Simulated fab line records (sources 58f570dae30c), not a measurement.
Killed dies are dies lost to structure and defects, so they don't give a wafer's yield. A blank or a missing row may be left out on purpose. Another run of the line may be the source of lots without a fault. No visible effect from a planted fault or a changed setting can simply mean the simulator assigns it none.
A single fault, viewed from 2 desks :: flow berkeley_cmos170 :: numbers are kept per desk, each desk with only its own; the story behind them comes last

## TOOL OWNER'S DESK, implanter-04
UCB170_NWELL_IMPLANT_14, tool's own readings: per-lot mean of the sampled wafers with a number, covering each lot this tool ran. Any lot whose mean is over 4 standard deviations away from the usual mean is out of limits and marked OUT; that distance is given in the brackets.
Columns: A = dose_ions_cm2 at UCB170_NWELL_IMPLANT_14, usual 9.999e+12; B = faraday_current_uA at UCB170_NWELL_IMPLANT_14, usual 31.8
lot: L985
first seen here: day 2 21:28
A: 1.000e+13
B: 31.3

lot: L991
first seen here: day 4 05:34
A: 9.986e+12
B: 31.5

lot: L999
first seen here: day 5 14:53
A: 1.099e+13 (+99 or more) OUT
B: 35.2 (+6.0) OUT

lot: L101
first seen here: day 6 12:40
A: 1.100e+13 (+99 or more) OUT
B: 34.7 (+5.1) OUT
This desk finds L101, L999 out of limits, L999 being first, at day 5 14:53 (dose_ions_cm2 at UCB170_NWELL_IMPLANT_14). Within limits: L985, L991.

## METROLOGY DESK
What the gauges read for every lot (on any tool): the sampled wafers with a number, averaged. Any lot whose mean is over 4 standard deviations away from the usual mean is out of limits and marked OUT; that distance is given in the brackets.
Columns: A = NWELL_OXIDE_THK at UCB170_NWELL_THK_MEAS_02, usual 26.3 nm; B = NWELL_NITRIDE_THK at UCB170_NWELL_THK_MEAS_05, usual 223.6 nm; C = NWELL_OVL at UCB170_NWELL_OVL_MEAS_12, usual 3 nm
lot: L985
first seen here: day 2 11:35
A: 27.5
B: 222.1
C: -1

lot: L991
first seen here: day 3 19:10
A: 26.8
B: 224.8
C: -6

lot: L999
first seen here: day 5 06:35
A: 25.7
B: 221.7
C: 5

lot: L101
first seen here: day 5 21:21
A: 26.1
B: 222.1
C: 12

lot: L103
first seen here: day 6 09:39
A: 27.0
B: 225.0
C: -3

lot: L104
first seen here: day 6 09:39
A: 26.4
B: 222.7
C: 0
This desk found nothing out of limits on any of the 6 lots.

## TAKEN TOGETHER
The tool owner's desk could have raised an alarm at day 5 14:53, on L101, L999.
From the metrology desk's view, nothing was out of limits.
The metrology desk holds a record of L101, L999, inside its limits.
The lots listed all ran UCB170_NWELL_IMPLANT_14 on implanter-04.

## WHAT THE SIMULATOR PUT IN
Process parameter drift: implanter-04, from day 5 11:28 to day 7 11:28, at UCB170_NWELL_IMPLANT_14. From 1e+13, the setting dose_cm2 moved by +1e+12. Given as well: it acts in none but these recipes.
Struck lots among those shown: L101, L999.
Time in hours from fault onset to the first out-of-limits reading at each desk: the tool owner's desk, 3.
